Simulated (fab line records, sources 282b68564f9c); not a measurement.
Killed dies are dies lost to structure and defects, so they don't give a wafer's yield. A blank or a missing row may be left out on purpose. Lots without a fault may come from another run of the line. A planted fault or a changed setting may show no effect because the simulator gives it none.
Split-lot experiment | flow rit_cmos | 5 lots, 23 wafers read, on a route of 202 steps

THE SPLIT
At RIT_PWELL_COAT_01 (resist thk 1300 nm), the setting resist_thk_nm was moved away from the recipe's 1300 nm on 8 of the 23 wafers read, by -3.8% to +5.7%. The other wafers ran this setting at the recipe's value.

FROM THE SPLIT TO THE READING: what the file shows between them, 4 steps
- RIT_PWELL_SOFTBAKE_02: time 60 s (also split here: temp_c)
- RIT_PWELL_EXPOSE_03: exposes mask M3, target cd 43700 nm
- RIT_PWELL_PEB_04
- RIT_PWELL_DEVELOP_05: develop time 68 s

THE READING
NOVOLAK_of_PWELL_COAT_01.thk_nm (the simulator's own value, which no gauge read), in nm, at RIT_PWELL_HARDBAKE_07 (time 120 s). The file gives no usual value for it. The 15 wafers here that ran the recipe average 1135 nm, standard deviation 2.9 nm.

wafer  | tool, chamber at the split | resist_thk_nm as run, nm | against the recipe | NOVOLAK_of_PWELL_COAT_01.thk_nm, nm | against lot-mates on the recipe
L074.1 | litho_track-04, 0          | 1300                     | recipe             | 1138                                | -
L074.2 | litho_track-04, 0          | 1300                     | recipe             | 1136                                | -
L074.4 | litho_track-04, 0          | 1250                     | -3.8%              | 1095                                | -42
L074.5 | litho_track-04, 0          | 1250                     | -3.8%              | 1094                                | -43
L074.6 | litho_track-04, 0          | 1250                     | -3.8%              | 1092                                | -45
L076.1 | litho_track-02, 0          | 1300                     | recipe             | 1139                                | -
L076.3 | litho_track-02, 0          | 1300                     | recipe             | 1139                                | -
L076.2 | litho_track-02, 0          | 1300                     | recipe             | 1136                                | -
L076.5 | litho_track-02, 0          | 1300                     | recipe             | 1137                                | -
L076.6 | litho_track-02, 0          | 1300                     | recipe             | 1137                                | -
L077.3 | litho_track-02, 0          | 1300                     | recipe             | 1135                                | -
L077.4 | litho_track-02, 0          | 1300                     | recipe             | 1137                                | -
L077.5 | litho_track-02, 0          | 1300                     | recipe             | 1136                                | -
L079.1 | litho_track-04, 0          | 1252                     | -3.7%              | 1093                                | -38
L079.2 | litho_track-04, 0          | 1300                     | recipe             | 1131                                | -
L079.3 | litho_track-04, 0          | 1252                     | -3.7%              | 1092                                | -39
L079.5 | litho_track-04, 0          | 1300                     | recipe             | 1133                                | -
L079.6 | litho_track-04, 0          | 1300                     | recipe             | 1128                                | -
L084.1 | litho_track-03, 0          | 1374                     | +5.7%              | 1197                                | +64
L084.2 | litho_track-03, 0          | 1374                     | +5.7%              | 1196                                | +62
L084.4 | litho_track-03, 0          | 1300                     | recipe             | 1134                                | -
L084.5 | litho_track-03, 0          | 1374                     | +5.7%              | 1195                                | +62
L084.6 | litho_track-03, 0          | 1300                     | recipe             | 1133                                | -

THE FIT
A straight line over all 23 wafers: NOVOLAK_of_PWELL_COAT_01.thk_nm changes by +10.9 nm for each +1% of resist_thk_nm; r = +1.00; the points scatter about the line by 2.7 nm.
The same after taking each lot's own level away (the mean of its wafers on the recipe; 23 wafers): +11 nm for each +1%; r = +1.00; scatter 1.5 nm.
On that fit, the largest move of resist_thk_nm shifts the reading by 62 nm.
The lots' own levels span 1130.7 to 1137.6 nm, that is 2.4 times the standard deviation above.
So the lot-to-lot level changes the slope little: the two slopes agree.
Check: with one of the wafers moved furthest among these (+5.7%) left out of the fit, the line predicts +62.1 nm for it against its lot-mates. It came out at +63.5 nm against them.

OTHER SPLITS ON THESE WAFERS
These wafers also went through other splits before the reading. Each is held against what the fit with the lots' levels taken away leaves over:
other split on the same wafers       | wafers away from the commonest value | r with NOVOLAK_of_PWELL_COAT_01.thk_nm (lot level and that fit taken away)
RIT_ACTIVE_OXIDATION_01 temp_c       | 15                                   | -0.12
RIT_ACTIVE_CVD_03 nh3_flow_sccm      | 18                                   | +0.22
RIT_ACTIVE_DEVELOP_10 develop_time_s | 8                                    | +0.12
RIT_NWELL_IMPLANT_08 energy_kev      | 6                                    | -0.11
RIT_PWELL_SOFTBAKE_02 temp_c         | 9                                    | +0.31

THE WHOLE CHAIN: every reading that the file lists as answering this split, in the file's order
step                  | what it does       | reading                                                                          | change (the file's fit)              | r (the file's)
RIT_PWELL_COAT_01     | resist thk 1300 nm | NOVOLAK_of_PWELL_COAT_01.thk_nm (the simulator's own value, which no gauge read) | +12.7 nm for each +1% of the setting | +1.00
RIT_PWELL_HARDBAKE_07 | time 120 s         | NOVOLAK_of_PWELL_COAT_01.thk_nm (the simulator's own value, which no gauge read) | +11 nm for each +1% of the setting   | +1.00

THE FILE'S OWN FIT
NOVOLAK_of_PWELL_COAT_01.thk_nm changes by +11 nm for each +1% of resist_thk_nm, r = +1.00.
